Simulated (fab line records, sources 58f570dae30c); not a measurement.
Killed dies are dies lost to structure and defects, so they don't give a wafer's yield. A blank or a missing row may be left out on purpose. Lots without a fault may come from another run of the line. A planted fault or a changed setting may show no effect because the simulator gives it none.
Split-lot experiment | flow berkeley_cmos170 | 5 lots, 23 wafers read, on a route of 331 steps

THE SPLIT
At UCB170_ACTIVE_COAT_08 (resist thk 900 nm), the setting resist_thk_nm was moved away from the recipe's 900 nm on 5 of the 23 wafers read, by -4.6% to +4.7%. The other wafers ran this setting at the recipe's value.

FROM THE SPLIT TO THE READING: what the file shows between them, 3 steps
- UCB170_ACTIVE_PEB_11 (also split here: peb_temp_c)
- UCB170_ACTIVE_DEVELOP_12: develop time 45 s
- UCB170_ACTIVE_CD_MEAS_13: target cd 1200 nm

THE READING
KrF_of_ACTIVE_COAT_08.thk_nm (the simulator's own value, which no gauge read), in nm, at UCB170_ACTIVE_ETCH_15 (etches Si3N4 in CH3F/Ar/O2, stops on SiO2, target depth 242 nm, time 151 s). The file gives no usual value for it. The 18 wafers here that ran the recipe average 726.9 nm, standard deviation 3.3 nm.

wafer  | tool, chamber at the split | resist_thk_nm as run, nm | against the recipe | KrF_of_ACTIVE_COAT_08.thk_nm, nm | against lot-mates on the recipe
L079.1 | litho_track-03, 0          | 942.2                    | +4.7%              | 773.1                            | +44.8
L079.2 | litho_track-03, 0          | 900                      | recipe             | 727.3                            | -
L079.4 | litho_track-03, 0          | 942.2                    | +4.7%              | 765.3                            | +37.0
L079.5 | litho_track-03, 0          | 900                      | recipe             | 727.7                            | -
L079.6 | litho_track-03, 0          | 900                      | recipe             | 730                              | -
L080.1 | litho_track-04, 0          | 900                      | recipe             | 732.1                            | -
L080.2 | litho_track-04, 0          | 900                      | recipe             | 728.4                            | -
L080.3 | litho_track-04, 0          | 900                      | recipe             | 727.4                            | -
L080.5 | litho_track-04, 0          | 900                      | recipe             | 731.1                            | -
L080.6 | litho_track-04, 0          | 900                      | recipe             | 729.5                            | -
L083.1 | litho_track-02, 0          | 900                      | recipe             | 723.7                            | -
L083.2 | litho_track-02, 0          | 900                      | recipe             | 726.2                            | -
L083.4 | litho_track-02, 0          | 900                      | recipe             | 731.8                            | -
L083.5 | litho_track-02, 0          | 900                      | recipe             | 724.2                            | -
L083.6 | litho_track-02, 0          | 900                      | recipe             | 727.9                            | -
L085.1 | litho_track-04, 0          | 900                      | recipe             | 726.6                            | -
L085.2 | litho_track-04, 0          | 900                      | recipe             | 724.6                            | -
L085.6 | litho_track-04, 0          | 900                      | recipe             | 723.3                            | -
L084.1 | litho_track-04, 0          | 858.6                    | -4.6%              | 681.4                            | -40.1
L084.2 | litho_track-04, 0          | 900                      | recipe             | 724.2                            | -
L084.3 | litho_track-04, 0          | 858.6                    | -4.6%              | 681.4                            | -40.1
L084.4 | litho_track-04, 0          | 900                      | recipe             | 718.8                            | -
L084.5 | litho_track-04, 0          | 858.6                    | -4.6%              | 684.9                            | -36.6

THE FIT
A straight line over all 23 wafers: KrF_of_ACTIVE_COAT_08.thk_nm changes by +9.37 nm for each +1% of resist_thk_nm; r = +0.99; the points scatter about the line by 3.4 nm.
The same after taking each lot's own level away (the mean of its wafers on the recipe; 23 wafers): +8.57 nm for each +1%; r = +0.99; scatter 2.4 nm.
On that fit, the largest move of resist_thk_nm shifts the reading by 40 nm.
The lots' own levels span 721.50 to 729.70 nm, that is 2.5 times the standard deviation above.
So the lot-to-lot level changes the slope little: the two slopes agree.
Check: with one of the wafers moved furthest among these (+4.7%) left out of the fit, the line predicts +38.7 nm for it against its lot-mates. It came out at +44.8 nm against them.

OTHER SPLITS ON THESE WAFERS
These wafers also went through other splits before the reading. Each is held against what the fit with the lots' levels taken away leaves over:
other split on the same wafers        | wafers away from the commonest value | r with KrF_of_ACTIVE_COAT_08.thk_nm (lot level and that fit taken away)
UCB170_NWELL_CVD_04 pressure_mtorr    | 15                                   | -0.02
UCB170_NWELL_DEVELOP_11 dev_temp_c    | 4                                    | -0.39
UCB170_PWELL_CVD_05 sih2cl2_flow_sccm | 18                                   | +0.06
UCB170_PWELL_IMPLANT_15 energy_kev    | 10                                   | +0.43
UCB170_ACTIVE_PEB_11 peb_temp_c       | 6                                    | -0.03

THE WHOLE CHAIN: every reading that the file lists as answering this split, in the file's order
step                   | what it does                                                               | reading                                                                       | change (the file's fit)              | r (the file's)
UCB170_ACTIVE_COAT_08  | resist thk 900 nm                                                          | KrF_of_ACTIVE_COAT_08.thk_nm (the simulator's own value, which no gauge read) | +8.91 nm for each +1% of the setting | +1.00
UCB170_ACTIVE_ETCH_15  | etches Si3N4 in CH3F/Ar/O2, stops on SiO2, target depth 242 nm, time 151 s | KrF_of_ACTIVE_COAT_08.thk_nm (the simulator's own value, which no gauge read) | +8.59 nm for each +1% of the setting | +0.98
UCB170_ACTIVE_STRIP_16 | strips in O2                                                               | strip_time_to_endpoint_s                                                      | withheld for each +1% of the setting | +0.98

THE FILE'S OWN FIT
KrF_of_ACTIVE_COAT_08.thk_nm changes by +8.59 nm for each +1% of resist_thk_nm, r = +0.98.
